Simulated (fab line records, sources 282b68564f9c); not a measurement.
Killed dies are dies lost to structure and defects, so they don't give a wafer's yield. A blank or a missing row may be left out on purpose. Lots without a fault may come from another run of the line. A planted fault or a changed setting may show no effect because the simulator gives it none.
A struck lot beside a sound one | flow rit_cmos | 22 steps out of a route of 202
Sound: wafers L458.1, L458.4, L458.5. Struck: wafers L467.2, L467.3, L467.4. The cause comes at the end.
At each step with rows: each side's tool, then ch and its chambers, then its first start. Under that, the readings that differ: sound wafers | struck wafers | difference of the means | sigmas: that difference in standard deviations of wafers without a fault.
alike: readings whose means differ by less than 2 such deviations, and words and numbers that are the same on both sides. not compared: withheld readings, readings that some wafer has no value for, bounds like >300 that may hide the same value, and numbers for which the record gives no deviation and whose values overlap.
The two part at a step that has a row with sigmas, a row that says differs or no value, or rows on one side only. Numbers that don't overlap but have no deviation are shown without sigmas and don't part them. A reading that every wafer of one side lacks parts them only if that side has two wafers or more.

first, 2 steps without rows for these wafers: RIT_NSD_HARDBAKE_07 (time 60 s); RIT_NSD_IMPLANT_08.
RIT_NSD_STRIP_09: strips in O2, time 180 s.
  sound on plasma_asher-02 ch 0,1, day 4 19:28; struck on plasma_asher-03 ch 0,1, day 6 13:59
  alike: drypump_motor_current_A
  not compared: rf_hours_counter_h
RIT_NSD_TW_MEAS_10:
  sound on film_metro-04, day 4 19:38; struck on film_metro-04, day 6 14:10
  alike: NSD_TW
then, 6 steps without rows for these wafers: RIT_PSD_HMDS_00 (prime time 60 s); RIT_PSD_COAT_01 (resist thk 1000 nm); RIT_PSD_SOFTBAKE_02 (time 60 s); RIT_PSD_EXPOSE_03 (exposes mask M10, target cd 40900 nm); RIT_PSD_PEB_04; RIT_PSD_DEVELOP_05 (develop time 50 s).
RIT_PSD_OVL_MEAS_06:
  sound on overlay-02, day 4 20:40; struck on overlay-02, day 6 15:16
  alike: PSD_OVL
then, 1 step without rows for these wafers: RIT_PSD_HARDBAKE_07 (time 60 s).
RIT_PSD_IMPLANT_08:
  sound on implanter-02 ch 0, day 4 20:52; struck on implanter-04 ch 0, day 6 15:28
  reading                          | sound                         | struck                        | difference | sigmas
  beam_on_s (s)                    | 13.6 13.2 13.5                | 10.1 10.0 10.4                | -3.3       | -2
  dose_ions_cm2                    | 4.989e+15 4.997e+15 5.001e+15 | 1.795e+15 1.804e+15 1.797e+15 | -3.197e+15 | -99 or more
  end_station_pressure_torr (Torr) | 1.39e-05 1.43e-05 1.34e-05    | 9.1e-06 1e-05 9.7e-06         | -4.3e-06   | -2
  faraday_current_uA               | 11255 11580 11381             | 5566 5601 5346                | -5901      | -4
  alike: tilt_deg
RIT_PSD_STRIP_09: strips in O2, time 180 s.
  sound on plasma_asher-02 ch 0, day 4 21:01; struck on plasma_asher-03 ch 0,1, day 6 15:35
  alike: drypump_motor_current_A
  not compared: rf_hours_counter_h
RIT_PSD_TW_MEAS_10:
  sound on film_metro-04, day 4 21:11; struck on film_metro-01, day 6 15:47
  reading | sound          | struck         | difference | sigmas
  PSD_TW  | 3415 3417 3417 | 2981 2971 2980 | -439       | -19
then, 3 steps without rows for these wafers: RIT_SDANNEAL_CLEAN_00 (cleans in SC1, time 600 s); RIT_SDANNEAL_CLEAN_01 (cleans in dHF, time 30 s); RIT_SDANNEAL_CLEAN_02 (cleans in SC2, time 600 s).
RIT_SDANNEAL_RTA_03: time 5 s.
  sound on rtp_anneal-02 ch 0, day 4 21:37; struck on rtp_anneal-01 ch 0, day 6 16:13
  alike: wafer_temp_C_max
RIT_SDANNEAL_RS_MEAS_04: measures by four-point-probe.
  sound on film_metro-04, day 4 21:40; struck on film_metro-02, day 6 16:17
  reading         | sound                | struck               | difference | sigmas
  PSD_RS (ohm/sq) | 115.92 116.00 115.87 | 130.70 130.88 131.07 | +14.95     | +58
RIT_SDANNEAL_RS_MEAS_05: measures by four-point-probe.
  sound on film_metro-04, day 4 21:47; struck on film_metro-02, day 6 16:25
  alike: NSD_RS
RIT_M1_PROBE_99:
  sound on prober-02, day 5 05:22; struck on prober-02, day 6 23:43
  reading                              | sound             | struck              | difference | sigmas
  model.etest.pmos_0p3.r_on_ohm_um     | 6402 6268 6300    | 6558 6468 6566      | +207       |
  model.etest.contact_pplus.end_ohm_um | 45.01 44.2 43     | 71.73 72.38 74.23   | +28.71     |
  model.etest.pmos_0p3.drive_ua_um     | 98.77 101.9 100.6 | 96.87 97.07 95.9    | -3.81      |
  model.etest.ppoly_line.line_ohm_um   | 153.4 152.4 151.6 | 161.8 164.3 160.5   | +9.7       |
  model.etest.ppoly_line.rs_ohm_sq     | 16.47 16.6 16.53  | 17.52 17.48 17.43   | +0.94      |
  model.etest.vpnp.gain                | 1.056 1.034 1.054 | 0.8253 0.8016 0.822 | -0.2317    |
  alike: killed_at_contacts, killed_at_front_end, killed_dies, killed_open, killed_short
  not compared: model.etest.pmos_0p15.r_on_ohm_um, model.etest.pmos_narrow.drive_ua_um

WHERE THEY PART
First at RIT_PSD_IMPLANT_08; last, within this record, at RIT_SDANNEAL_RS_MEAS_04. Later steps at which nothing parts them and some readings are alike: RIT_SDANNEAL_RS_MEAS_05, RIT_M1_PROBE_99.

WHY: what the simulator had put in
Process parameter drift: implanter-04, from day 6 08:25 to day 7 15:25, at RIT_PSD_IMPLANT_08. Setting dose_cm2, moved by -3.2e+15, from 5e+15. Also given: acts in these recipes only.
